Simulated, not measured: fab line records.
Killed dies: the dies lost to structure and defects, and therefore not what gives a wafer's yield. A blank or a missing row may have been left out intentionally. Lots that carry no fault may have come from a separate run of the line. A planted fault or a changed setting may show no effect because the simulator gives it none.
Which tool is to blame? / flow rit cmos / Sampling: 7 lots, 21 wafers, 2 of 202 route steps

## WHAT THE GAUGES READ, wafer by wafer
RIT_CONTACT_THK_MEAS_01.
lot=L349; measured=day 3 08:06; on=film metro-04; CONTACT_TEOS_THK (nm)=388 393 404
lot=L351; measured=day 3 18:43; on=film metro-04; CONTACT_TEOS_THK (nm)=391 395 406
lot=L359; measured=day 5 11:41; on=film metro-01; CONTACT_TEOS_THK (nm)=806 799 804 806 800 805
lot=L362; measured=day 6 00:49; on=film metro-02; CONTACT_TEOS_THK (nm)=399 399 407
lot=L364; measured=day 6 10:02; on=film metro-01; CONTACT_TEOS_THK (nm)=393 396 404
lot=L368; measured=day 7 09:29; on=film metro-01; CONTACT_TEOS_THK (nm)=398 409 410
lot=L370; measured=day 7 17:30; on=film metro-04; CONTACT_TEOS_THK (nm)=393 400 398

## WHICH TOOL RAN EACH LOT (tool, then ch and the chambers of the sampled wafers, then the start)
lot=L349; RIT_CONTACT_CVD_00=pecvd-02 ch 0,2, day 3 08:03
lot=L351; RIT_CONTACT_CVD_00=pecvd-01 ch 0,2, day 3 18:38
lot=L359; RIT_CONTACT_CVD_00=pecvd-02 ch 0,1,2, day 5 11:25
lot=L362; RIT_CONTACT_CVD_00=pecvd-01 ch 0,1, day 6 00:44
lot=L364; RIT_CONTACT_CVD_00=pecvd-02 ch 0,1,2, day 6 09:58
lot=L368; RIT_CONTACT_CVD_00=pecvd-01 ch 0,2, day 7 09:26
lot=L370; RIT_CONTACT_CVD_00=pecvd-02 ch 0,2, day 7 17:26
- RIT_CONTACT_CVD_00: deposits SiO2 from TEOS, target thk 400 nm, time 61 s.

## THE ANSWER, worked out from the rows above alone
Rule: the usual values come from the lots themselves. The widest of any qualifying gaps counts: lots, ordered by their means at a reading, are off when they make up no more than a third of the lots, leave a main group of 4 or more, and stand apart from it by 3 or more times the standard deviation of that group's means. The tables above print the reading to a certain number of digits; a main group whose means all agree to those digits is not used. Also off: a lot with no number at a reading for which 4 or more lots have one. Any other lot the step has rows for is counted as sound.
Off: at RIT_CONTACT_THK_MEAS_01 (CONTACT_TEOS_THK), L359. The main group has a mean of 399 nm with a standard deviation of 3.6.
If a tool, at a process step before that reading, ran all the lots that are off and no sound lot after the first of them, it fits. The gauges at RIT_CONTACT_THK_MEAS_01 are tried like those tools. No candidate that was tried fits.

## WHAT THE SIMULATOR HAD INSERTED
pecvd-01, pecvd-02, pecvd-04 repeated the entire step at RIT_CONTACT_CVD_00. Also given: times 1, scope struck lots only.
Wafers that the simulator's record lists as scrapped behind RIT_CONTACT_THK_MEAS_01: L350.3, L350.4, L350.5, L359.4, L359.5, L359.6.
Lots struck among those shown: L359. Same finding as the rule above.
